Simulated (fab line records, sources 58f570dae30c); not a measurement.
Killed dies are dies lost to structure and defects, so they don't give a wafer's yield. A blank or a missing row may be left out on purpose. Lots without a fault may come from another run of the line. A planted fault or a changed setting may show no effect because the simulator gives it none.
Problem report in the 8D (eight disciplines) form, filled by code | flow berkeley_cmos170 | the parts of the form that need people (team, actions taken, sign-off) are left out

1. THE PROBLEM
oes_product_au at UCB170_CONTACT_ETCH_17 reads a mean of 0.762 a.u. on 2 wafers of 2 lots; wafers without a fault read 0.996 a.u. with a standard deviation of 0.021. That is -11 standard deviations from the usual mean.
The step: etches BARC in N2/H2.
First seen on wafer L223.6, day 11 15:10, on rie_diel-04. The record holds 42 wafers of 14 lots with a number at this step. Rule for "out", or "out of limits": more than 4 standard deviations from the usual mean. The other wafers with a number count as sound.

2. WHAT IT IS AND WHAT IT IS NOT
question                    | is                | is not
which readings at this step | oes_product_au    | drypump_motor_current_A, h2_flow_sccm, throttle_valve_pct
which lots                  | L223, L225        | L207, L209, L210, L211, L212, L214, L215, L216, L217, L220, L221, L222
which wafers of those lots  | L223.6, L225.5    | L223.4, L223.5, L225.1, L225.3
read on which tools         | rie_diel-04       | rie_diel-02, rie_diel-03
when                        | from day 11 15:10 | up to then (35 sound wafers); but 5 sound wafers of L222, L225 came after

3. SUSPECTS, AND WHAT RULES EACH OUT
Counting: a tool at a process step up to the reading stays a suspect if it ran every lot that is out. Sound lots after the first of them don't rule it out here, since some wafers of a struck lot are sound.
- rie_diel-04 at UCB170_CONTACT_ETCH_17 (etches BARC in N2/H2): kept. It ran every lot that is out, first L223 (day 11 15:10); its last sound lot up to then is L221 (day 11 14:46). Its own readings are out on those wafers: oes_product_au.
- Within rie_diel-04 at UCB170_CONTACT_ETCH_17: the wafers that are out ran in chamber 2; their sound lot-mates ran in chambers 0, 1, 3.
Left after counting: rie_diel-04 at UCB170_CONTACT_ETCH_17.

4. THE CAUSE (what the simulator had put in)
Process parameter drift: rie_diel-04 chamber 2, from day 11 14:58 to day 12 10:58, at UCB170_CONTACT_ETCH_17. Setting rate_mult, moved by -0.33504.
Counting left only this tool.

5. THE CHAIN OF EFFECTS, in route order
Each row: a reading whose mean over the struck wafers that have a number lies more than 3 standard deviations from the usual. Only readings for which the record gives a usual standard deviation are gone through. hours: the time from each lot's start at the first step in this table that gives one to its start at this step, as a median over the lots. sigmas: the change in usual standard deviations.
hours | step                   | reading        | usual      | on struck wafers | change | sigmas
0     | UCB170_CONTACT_ETCH_17 | oes_product_au | 0.996 a.u. | 0.762            | -0.234 | -11
The process steps in it:
- UCB170_CONTACT_ETCH_17: etches BARC in N2/H2.
Later measuring or inspecting steps at which every struck wafer that the step has a row for has a number for every such reading, and none has moved that far: UCB170_M2_OVL_MEAS_16.

6. WHAT WOULD HAVE CAUGHT IT SOONER
In this record the first reading out of limits was taken at day 11 15:10, 0 hours after the fault began at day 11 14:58.
